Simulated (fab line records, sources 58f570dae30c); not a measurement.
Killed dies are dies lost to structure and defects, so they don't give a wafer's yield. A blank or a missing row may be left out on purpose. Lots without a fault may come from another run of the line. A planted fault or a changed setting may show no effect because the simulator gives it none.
Which tool did it? | flow berkeley_cmos170 | 15 lots, 45 wafers sampled, at 2 steps of a route of 331

WHAT THE GAUGES READ, wafer by wafer
UCB170_PSD_CD_MEAS_06: target cd 1200 nm.
lot  | measured     | on        | cd_nm (nm)
L224 | day 7 23:14  | cd_sem-01 | 1200.1 1203.2 1201.4
L226 | day 8 07:55  | cd_sem-02 | 1196.7 1197.7 1198.2
L225 | day 8 07:43  | cd_sem-01 | 1200.3 1198.6 1199.2
L227 | day 9 00:34  | cd_sem-02 | 1197.2 1198.2 1198.3
L235 | day 10 17:29 | cd_sem-01 | - - -
L236 | day 10 17:41 | cd_sem-02 | - - -
L238 | day 11 07:21 | cd_sem-02 | 1201.5 1200.3 1200.3
L237 | day 11 07:37 | cd_sem-02 | - - -
L242 | day 12 03:50 | cd_sem-02 | 1199.2 1199.1 1200.8
L239 | day 12 03:52 | cd_sem-01 | 1199.0 1199.4 1198.9
L240 | day 12 03:59 | cd_sem-02 | 1199.8 1200.7 1200.4
L243 | day 12 07:37 | cd_sem-01 | 1200.7 1199.6 1200.4
L244 | day 12 08:19 | cd_sem-02 | 1202.0 1202.8 1202.5
L246 | day 12 19:28 | cd_sem-02 | 1197.0 1196.7 1199.2
L245 | day 12 19:35 | cd_sem-01 | 1200.2 1199.2 1198.8

WHICH TOOL RAN EACH LOT (tool, then ch and the chambers of the sampled wafers, then the start)
lot  | UCB170_PSD_COAT_01
L224 | litho_track-01 ch 0, day 7 22:25
L226 | litho_track-01 ch 0, day 8 06:51
L225 | litho_track-03 ch 0, day 8 06:54
L227 | litho_track-03 ch 0, day 8 23:27
L235 | litho_track-03, day 10 16:26
L236 | litho_track-01, day 10 16:43
L238 | litho_track-03 ch 0, day 11 06:32
L237 | litho_track-01, day 11 06:34
L242 | litho_track-01 ch 0, day 12 02:49
L239 | litho_track-02 ch 0, day 12 03:01
L240 | litho_track-03 ch 0, day 12 03:08
L243 | litho_track-01 ch 0, day 12 06:48
L244 | litho_track-03 ch 0, day 12 06:48
L246 | litho_track-02 ch 0, day 12 18:38
L245 | litho_track-01 ch 0, day 12 18:51
- UCB170_PSD_COAT_01: resist thk 900 nm.

WHAT THE TOOLS THEMSELVES READ (means of the sampled wafers that have a number; where no wafer has one, the mark that the record gives instead)
UCB170_PSD_COAT_01.
lot  | tool           | chill_plate_temp_C (C) | dispense_pressure_kPa (kPa)
L224 | litho_track-01 | 23.09                  | 51.4
L226 | litho_track-01 | 22.98                  | 51.4
L225 | litho_track-03 | 22.94                  | 50.7
L227 | litho_track-03 | 22.86                  | 50.6
L235 | litho_track-03 | -                      | -
L236 | litho_track-01 | -                      | -
L238 | litho_track-03 | 22.95                  | 50.6
L237 | litho_track-01 | -                      | -
L242 | litho_track-01 | 23.00                  | 51.4
L239 | litho_track-02 | 23.03                  | 50.6
L240 | litho_track-03 | 22.97                  | 50.6
L243 | litho_track-01 | 22.93                  | 51.3
L244 | litho_track-03 | 23.09                  | 50.6
L246 | litho_track-02 | 22.96                  | 50.7
L245 | litho_track-01 | 22.98                  | 51.3

THE ANSWER, worked out from the rows above alone
Rule: what is usual is taken from the lots themselves. Put in order of their means at a reading, lots are off if they are a third of the lots or fewer, leave a main group of 4 or more, and stand apart from it by a gap of 3 or more times the standard deviation of the main group's means; of several such gaps the widest counts. A main group whose means are all the same, to the digits that the tables above print for the reading, isn't used. A lot without any number at a reading at which 4 lots or more have one is off too. The other lots that the step has rows for count as sound. The gauges are gone through in route order, then the tools' own readings, and for those a lot's mean is taken as printed above. The first step at which some lot is off is used, and at that step the reading that is off furthest; a lot without a number counts as furthest.
Off: L235, L236, L237, at UCB170_PSD_CD_MEAS_06 (cd_nm). Without a number there: L235, L236, L237. The main group: mean 1199.7 nm, standard deviation 1.5.
A tool fits if, at a process step before that reading, it ran every lot that is off, and no sound lot after the first of them. The gauges at UCB170_PSD_CD_MEAS_06 aren't tried: what is off there is off at UCB170_PSD_COAT_01 too, on other tools, and a gauge's error can't cause that. None of those tried fits.

WHAT THE SIMULATOR HAD PUT IN
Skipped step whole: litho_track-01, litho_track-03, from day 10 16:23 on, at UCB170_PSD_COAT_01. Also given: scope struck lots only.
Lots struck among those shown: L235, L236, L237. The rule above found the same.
